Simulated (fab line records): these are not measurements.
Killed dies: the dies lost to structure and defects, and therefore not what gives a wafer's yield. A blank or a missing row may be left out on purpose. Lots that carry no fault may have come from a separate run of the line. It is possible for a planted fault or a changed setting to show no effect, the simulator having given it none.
Which tool is to blame?    flow ritCmos    14 lots with 42 wafers sampled at 2 steps, on a route of 202 steps

== WHAT EACH GAUGE READ, for each wafer ==
RIT_NWELL_OVL_MEAS_06.
lot   measured     on          NWELL_OVL (nm)
L901  day 1 20:12  overlay-01  -0.1 0.7 -1.2
L902  day 2 02:28  overlay-01  -0.1 -0.2 -0.4
L903  day 2 06:49  overlay-01  0.7 -1.0 2.4
L904  day 2 13:16  overlay-01  0.3 1.7 0.7
L906  day 2 21:46  overlay-02  2.5 2.6 3.8
L907  day 3 02:15  overlay-01  -2.0 -1.8 -2.1
L911  day 3 22:08  overlay-02  0.0 -2.1 -0.8
L912  day 4 03:19  overlay-02  -0.7 -1.1 -1.2
L913  day 4 09:00  overlay-02  -1.1 0.1 -2.5
L914  day 4 13:20  overlay-02  0.5 2.9 2.4
L916  day 4 23:16  overlay-01  -2.3 -0.4 -0.9
L918  day 5 09:14  overlay-02  0.0 0.0 1.2
L919  day 5 15:07  overlay-01  -0.9 0.0 -0.5
L924  day 6 15:19  overlay-02  1.5 3.1 2.5

== TOOL THAT RAN EACH LOT (tool first, then ch and the chambers of the sampled wafers, then the start) ==
lot   RIT_NWELL_SOFTBAKE_02
L901  lithoTrack-02 ch 0, day 1 19:40
L902  lithoTrack-02 ch 0, day 2 01:49
L903  lithoTrack-03 ch 0, day 2 06:07
L904  lithoTrack-01 ch 0, day 2 12:36
L906  lithoTrack-03 ch 0, day 2 21:05
L907  lithoTrack-03 ch 0, day 3 01:40
L911  lithoTrack-03 ch 0, day 3 21:35
L912  lithoTrack-03 ch 0, day 4 02:38
L913  lithoTrack-01 ch 0, day 4 08:19
L914  lithoTrack-02 ch 0, day 4 12:47
L916  lithoTrack-02 ch 0, day 4 22:38
L918  lithoTrack-02 ch 0, day 5 08:40
L919  lithoTrack-02 ch 0, day 5 14:35
L924  lithoTrack-02 ch 0, day 6 14:44
- RIT_NWELL_SOFTBAKE_02: time 60 s.

== WHAT THE TOOLS THEMSELVES READ (means of the sampled wafers that have a number; where no wafer has one, the mark that the record gives instead) ==
RIT_NWELL_SOFTBAKE_02.
lot   tool           chillPlateTempC (C)  heaterPowerTotalW (W)  plateTempC (C)
L901  lithoTrack-02  22.92                34.56                  89.95
L902  lithoTrack-02  22.99                34.48                  89.94
L903  lithoTrack-03  22.96                34.54                  90.10
L904  lithoTrack-01  23.00                34.59                  89.95
L906  lithoTrack-03  23.11                34.59                  89.97
L907  lithoTrack-03  23.05                34.51                  89.91
L911  lithoTrack-03  23.00                33.28                  87.42
L912  lithoTrack-03  22.99                33.31                  87.74
L913  lithoTrack-01  22.86                34.55                  89.91
L914  lithoTrack-02  23.18                34.54                  90.02
L916  lithoTrack-02  22.90                34.53                  90.15
L918  lithoTrack-02  23.05                34.53                  89.98
L919  lithoTrack-02  22.88                34.52                  90.01
L924  lithoTrack-02  22.88                34.61                  90.17

== THE ANSWER, worked out from the rows above alone ==
Rule: the usual values come from the lots themselves. Put in order of their means at a reading, lots are off if they are a third of the lots or fewer, leave a main group of 4 or more, and stand apart from it by a gap of 3 or more times the standard deviation of the main group's means; of several such gaps the widest counts. Not used: any main group whose means are identical at the precision the tables above print for the reading. A lot without any number at a reading at which 4 lots or more have one is off too. All remaining lots with rows at the step are treated as sound. First the gauges in route order, then the tools' own readings, where a lot's mean is used as printed above. At the first step where some lot is off, the reading lying furthest off is the one used; lots without a number count as furthest.
Off, at RIT_NWELL_SOFTBAKE_02 on heaterPowerTotalW: L911, L912. The main group has a mean of 34.55 W with a standard deviation of 0.035.
If a tool, at that step or one of the process steps before it, ran each lot that is off and ran no sound lot following the first of them, it fits. One fits: lithoTrack-03 at RIT_NWELL_SOFTBAKE_02. A fault onset in the window from L907 (day 3 01:40, its last sound lot) to L911 (day 3 21:35, its first lot off) fits.
The tool's own readings at RIT_NWELL_SOFTBAKE_02 bear it out: on the lots that are off they differ by more than 5 times the standard deviation of the sound lots' means. heaterPowerTotalW reads 33.30 W there against 34.55 W on the sound lots; plateTempC reads 87.58 C there against 90.00 C on the sound lots.

== WHAT THE SIMULATOR HAD PUT IN ==
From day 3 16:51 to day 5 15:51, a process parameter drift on lithoTrack-03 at RIT_NWELL_SOFTBAKE_02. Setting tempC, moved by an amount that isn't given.
Lots struck among those shown: L911, L912. The rule given above showed the same thing.
